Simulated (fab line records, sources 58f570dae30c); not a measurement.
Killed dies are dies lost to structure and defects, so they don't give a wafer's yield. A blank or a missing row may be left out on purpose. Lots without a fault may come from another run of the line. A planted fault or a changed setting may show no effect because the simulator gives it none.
Which tool did it? | flow berkeley_cmos170 | 14 lots, 42 wafers sampled, at 4 steps of a route of 331

WHAT THE GAUGES READ, wafer by wafer
UCB170_START_BOW_MEAS_00. Usual: INCOMING_BOW -1 um, standard deviation 7.1.
lot  | measured    | on            | INCOMING_BOW (um) | flag
L328 | day 1 10:00 | film_metro-01 | -10 -3 -1         |
L329 | day 1 15:00 | film_metro-02 | 2 1 -4            |
L331 | day 2 01:01 | film_metro-01 | 18 5 3            |
L332 | day 2 06:00 | film_metro-04 | -6 -14 -6         |
L334 | day 2 16:02 | film_metro-02 | 7 -10 -4          |
L335 | day 2 21:01 | film_metro-04 | 8 3 6             |
L336 | day 3 02:01 | film_metro-01 | -4 -13 -11        |
L342 | day 4 08:01 | film_metro-02 | 6 8 9             |
L344 | day 4 18:00 | film_metro-04 | 0 4 -5            |
L345 | day 4 23:01 | film_metro-02 | -8 3 3            |
L346 | day 5 04:01 | film_metro-04 | 8 -2 5            |
L347 | day 5 09:00 | film_metro-02 | -5 -1 -10         |
L348 | day 5 14:01 | film_metro-02 | -12 -9 1          |
L351 | day 6 05:01 | film_metro-01 | -3 -11 6          |

UCB170_V2_THK_MEAS_04. Usual: V2_POLISHED_THK 999.0 nm, standard deviation 1.1.
lot  | measured     | on            | V2_POLISHED_THK (nm) | flag
L328 | day 8 01:16  | film_metro-01 | 999.3 999.5 998.1    |
L329 | day 8 09:02  | film_metro-01 | 1000.8 1000.4 999.0  |
L331 | day 8 12:27  | film_metro-01 | 999.3 999.6 1000.5   |
L332 | day 9 05:28  | film_metro-03 | 999.1 999.3 1000.4   |
L334 | day 9 06:02  | film_metro-01 | 999.5 1000.8 1000.1  |
L335 | day 9 06:35  | film_metro-03 | 997.3 999.9 999.4    |
L336 | day 9 13:26  | film_metro-03 | 998.0 998.2 999.2    |
L342 | day 10 12:36 | film_metro-01 | 996.8 998.2 748.0    | OFF
L344 | day 11 05:07 | film_metro-04 | 997.8 749.1 748.0    | OFF
L345 | day 11 05:33 | film_metro-01 | 997.9 998.6 999.9    |
L346 | day 11 04:53 | film_metro-04 | 997.9 997.8 999.3    |
L347 | day 11 16:20 | film_metro-04 | 1000.9 999.6 1000.1  |
L348 | day 11 16:03 | film_metro-04 | 997.8 998.4 997.3    |
L351 | day 12 04:50 | film_metro-01 | 999.7 1000.1 1000.0  |

WHICH TOOL RAN EACH LOT (tool, then ch and the chambers of the sampled wafers, then the start)
lot  | UCB170_NWELL_ETCH_13              | UCB170_V2_CMP_02
L328 | rie_diel-02 ch 0,2,3, day 2 06:23 | cmp-02 ch 0,2,3, day 8 00:51
L329 | rie_diel-04 ch 0,2,3, day 2 13:52 | cmp-01 ch 0,2,3, day 8 08:37
L331 | rie_diel-02 ch 0,2,3, day 3 02:07 | cmp-02 ch 0,1,2, day 8 12:07
L332 | rie_diel-02 ch 1,2,3, day 3 06:30 | cmp-02 ch 0,1,3, day 9 05:06
L334 | rie_diel-03 ch 0,1,3, day 3 16:56 | cmp-01 ch 0,2, day 9 05:39
L335 | rie_diel-02 ch 1,3, day 3 17:02   | cmp-02 ch 0,3, day 9 06:09
L336 | rie_diel-02 ch 2,3, day 4 02:43   | cmp-02 ch 0,2,3, day 9 13:00
L342 | rie_diel-02 ch 2,3, day 5 04:20   | cmp-01 ch 0,1, day 10 12:13
L344 | rie_diel-04 ch 1,3, day 5 19:55   | cmp-01 ch 0,1, day 11 04:41
L345 | rie_diel-03 ch 2,3, day 5 22:55   | cmp-02 ch 0,1,3, day 11 05:13
L346 | rie_diel-02 ch 2,3, day 5 22:40   | cmp-02 ch 1,3, day 11 04:27
L347 | rie_diel-02 ch 2,3, day 6 06:41   | cmp-02 ch 0,3, day 11 15:58
L348 | rie_diel-04 ch 0,1,3, day 6 12:52 | cmp-02 ch 0,1,3, day 11 15:43
L351 | rie_diel-03 ch 1,2, day 7 05:14   | cmp-02 ch 2,3, day 12 04:26
- UCB170_NWELL_ETCH_13: etches Si3N4 in CH3F/Ar/O2, stops on SiO2, target depth 246.4 nm, time 154 s.
- UCB170_V2_CMP_02: polishes SiO2.

WHAT THE TOOLS THEMSELVES READ (means of the sampled wafers that have a number; where no wafer has one, the mark that the record gives instead)
UCB170_NWELL_ETCH_13. Usual: drypump_motor_current_A 5.6 A, standard deviation 0.4; oes_product_au 0.939 a.u., standard deviation 0.013; throttle_valve_pct 8.05 %, standard deviation 0.095.
lot  | tool        | drypump_motor_current_A (A) | oes_product_au (a.u.) | throttle_valve_pct (%) | flag
L328 | rie_diel-02 | 5.3                         | 0.935                 | 8.07                   |
L329 | rie_diel-04 | 5.9                         | 0.951                 | 7.97                   |
L331 | rie_diel-02 | 5.3                         | 0.936                 | 8.07                   |
L332 | rie_diel-02 | 5.2                         | 0.928                 | 8.08                   |
L334 | rie_diel-03 | 5.9                         | 0.953                 | 8.00                   |
L335 | rie_diel-02 | 5.4                         | 0.937                 | 8.03                   |
L336 | rie_diel-02 | 5.1                         | 0.932                 | 8.09                   |
L342 | rie_diel-02 | 5.0                         | 0.927                 | 8.10                   |
L344 | rie_diel-04 | 5.8                         | 0.922                 | 8.11                   |
L345 | rie_diel-03 | 6.1                         | 0.950                 | 8.11                   |
L346 | rie_diel-02 | 5.2                         | 0.927                 | 8.03                   |
L347 | rie_diel-02 | 5.2                         | 0.937                 | 8.02                   |
L348 | rie_diel-04 | 6.0                         | 0.935                 | 8.02                   |
L351 | rie_diel-03 | 6.1                         | 0.941                 | 8.03                   |

UCB170_V2_CMP_02. Usual: motor_current_A 15.0 A, standard deviation 1.4.
lot  | tool   | motor_current_A (A) | flag
L328 | cmp-02 | 14.9                |
L329 | cmp-01 | 15.2                |
L331 | cmp-02 | 14.2                |
L332 | cmp-02 | 15.5                |
L334 | cmp-01 | 14.1                |
L335 | cmp-02 | 15.3                |
L336 | cmp-02 | 14.5                |
L342 | cmp-01 | 14.4                |
L344 | cmp-01 | 14.3                |
L345 | cmp-02 | 15.5                |
L346 | cmp-02 | 16.3                |
L347 | cmp-02 | 14.7                |
L348 | cmp-02 | 15.3                |
L351 | cmp-02 | 15.5                |

THE ANSWER, worked out from the rows above alone
Rule: a lot is off if the mean of its wafers that have a number lies more than 3 standard deviations from the usual mean. A lot without any number at a reading at which 4 lots or more have one is off too. The other lots that the step has rows for count as sound. The gauges are gone through in route order, then the tools' own readings, and for those a lot's mean is taken as printed above. The first step at which some lot is off is used, and at that step the reading that is off furthest; a lot without a number counts as furthest.
Off: L342, L344, at UCB170_V2_THK_MEAS_04 (V2_POLISHED_THK).
A tool fits if, at a process step before that reading, it ran every lot that is off, and no sound lot after the first of them. The gauges at UCB170_V2_THK_MEAS_04 are tried like those tools. One fits: cmp-01 at UCB170_V2_CMP_02. Its last sound lot is L334 (day 9 05:39), its first lot that is off L342 (day 10 12:13): a fault that began between those two fits.

WHAT THE SIMULATOR HAD PUT IN
Process parameter drift: cmp-01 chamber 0, from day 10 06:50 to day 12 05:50, at UCB170_V2_CMP_02. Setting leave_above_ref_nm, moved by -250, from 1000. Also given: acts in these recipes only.
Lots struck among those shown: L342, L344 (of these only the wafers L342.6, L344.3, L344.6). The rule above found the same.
